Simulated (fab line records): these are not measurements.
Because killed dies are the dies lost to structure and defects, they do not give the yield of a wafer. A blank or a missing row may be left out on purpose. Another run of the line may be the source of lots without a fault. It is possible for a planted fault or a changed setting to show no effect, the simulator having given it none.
One fault through the eyes of 2 desks + flow rit_cmos + every desk sees just its own numbers, and what lay behind them comes last

== FROM THE METROLOGY DESK ==
What the gauges read, lot by lot, whatever tool the lot ran on: means of the sampled wafers that have a number. If a lot's mean is further than 4 standard deviations from the usual mean, the lot is out of limits and carries the mark OUT (the distance appears in the brackets).
Columns: A = PLDD_OVL at RIT_PLDD_OVL_MEAS_06, usual -0.5 nm; B = PLDD_TW at RIT_PLDD_TW_MEAS_10, usual 2345; C = SPACER_NITRIDE_THK at RIT_SPACER_THK_MEAS_04, usual 249.6 nm; D = NSD_OVL at RIT_NSD_OVL_MEAS_06, usual 0.0 nm
| lot  | first seen here | A    | B    | C     | D    |
|------|-----------------|------|------|-------|------|
| L998 | day 3 00:37     | -0.8 | 2331 | 248.0 | -1.2 |
| L100 | day 3 10:08     | 1.1  | 2331 | 249.9 | -1.7 |
| L110 | day 5 16:05     | -1.6 | 2353 | 248.4 | -1.5 |
| L111 | day 6 00:43     | -1.1 | 2365 | 250.3 | -0.8 |
| L112 | day 6 07:06     | -1.0 | 2331 | 252.1 | -1.0 |
| L117 | day 7 05:02     | 0.1  | 2347 | 252.2 | -0.4 |
Finding of this desk: none of the 6 lots has anything out of limits.

== AT THE TOOL OWNER'S DESK: litho_track-03 ==
The tool's own readings at RIT_NSD_COAT_01 (resist thk 1000 nm): means of the sampled wafers that have a number, for each lot that ran on this tool. If a lot's mean is further than 4 standard deviations from the usual mean, the lot is out of limits and carries the mark OUT (the distance appears in the brackets).
Columns: A = exhaust_pa at RIT_NSD_COAT_01, usual 45.0 Pa; B = spin_speed_rpm at RIT_NSD_COAT_01, usual 3249.8 rpm
| lot  | first seen here | A    | B                |
|------|-----------------|------|------------------|
| L100 | day 3 13:47     | 45.6 | 3250.3           |
| L110 | day 5 19:19     | 45.7 | 3385.2 (+64) OUT |
| L111 | day 6 03:58     | 44.4 | 3385.6 (+65) OUT |
This desk's finding: out of limits on L110, L111; first on L110, day 5 19:19 (spin_speed_rpm at RIT_NSD_COAT_01). Within limits: L100.

== BROUGHT TOGETHER ==
On L110, L111, at day 5 19:19, an alarm was possible from the tool owner's desk.
Nothing out of limits was seen by the metrology desk.
The metrology desk holds a record of L110, L111, inside its limits.
RIT_NSD_COAT_01 was run on litho_track-03 by each of the lots named.

== WHAT THE SIMULATOR HAD INSERTED ==
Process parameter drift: litho_track-03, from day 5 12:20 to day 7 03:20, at RIT_NSD_COAT_01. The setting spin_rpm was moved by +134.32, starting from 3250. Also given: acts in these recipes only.
Lots struck among those shown: L110, L111.
How many hours passed from the start of the fault until each desk's first out-of-limits reading: the tool owner's desk, 7.
